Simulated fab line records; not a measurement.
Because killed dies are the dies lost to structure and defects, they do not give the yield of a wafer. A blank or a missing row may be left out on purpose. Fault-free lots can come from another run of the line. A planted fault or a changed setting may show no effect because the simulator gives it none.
Chamber matching ; flow ritCmos ; 4 sister chambers for RIT_SPACER_ETCHBACK_05 on rieDiel-01
The step etches Si3N4 in SF6/CHF3, stops on SiO2, target depth 250 nm, time 246.9 s. 14 wafers are shown with their chamber, then 7 later ones without.

## WAFERS WITH THEIR CHAMBER
wafer;chamber;drypumpMotorCurrentA (A);throttleValvePct (%);oesProductAu (a.u.)
L952.2;0;5.81;10.11;0.860
L952.4;1;5.85;10.37;0.843
L952.6;1;5.81;10.36;0.843
L958.2;3;5.97;10.09;0.850
L958.4;2;5.49;10.38;0.849
L958.6;1;5.84;10.36;0.840
L963.1;2;5.48;10.36;0.855
L963.4;0;5.83;10.10;0.867
L963.5;2;5.49;10.37;0.852
L968.1;3;5.97;10.07;0.865
L968.2;0;5.82;10.10;0.866
L968.5;3;5.97;10.09;0.866
L970.2;3;5.97;10.09;0.855
L970.4;0;5.83;10.09;0.860

SIGNATURES, as means of the wafers listed above
reading;chamber 0;chamber 1;chamber 2;chamber 3;scatter within a chamber
drypumpMotorCurrentA;5.8225;5.8333;5.4867;5.9700;0.011
throttleValvePct;10.1000;10.3633;10.3700;10.0850;0.00876
oesProductAu;0.86325;0.84200;0.85200;0.85900;0.00499
Rule: distance of a wafer from a chamber = root of the sum over the readings of ((wafer's reading minus chamber's mean) / reading's scatter) squared. If the next closest chamber is less than 2 further off than the closest, the wafer can't be placed; otherwise it belongs to the closest. The scatter: the root of (the sum of the squares of (reading less its chamber's mean) over the shown wafers, divided by (wafers less chambers)).

## WAFERS WITH NO CHAMBER GIVEN
wafer;drypumpMotorCurrentA (A);throttleValvePct (%);oesProductAu (a.u.)
L970.5;5.47;10.37;0.839
L972.1;5.84;10.08;0.875
L972.4;5.83;10.37;0.841
L972.5;5.48;10.37;0.864
L975.1;5.82;10.10;0.851
L975.2;5.87;10.35;0.839
L975.6;5.84;10.35;0.851

## WHICH CHAMBER EACH WENT THROUGH
wafer;from the rows above;in truth
L970.5;2;2
L972.1;0;0
L972.4;1;1
L972.5;2;2
L975.1;0;0
L975.2;1;1
L975.6;1;1
7 of 7 placed correctly. Not placeable from these rows: 0. 0 placed wrongly.
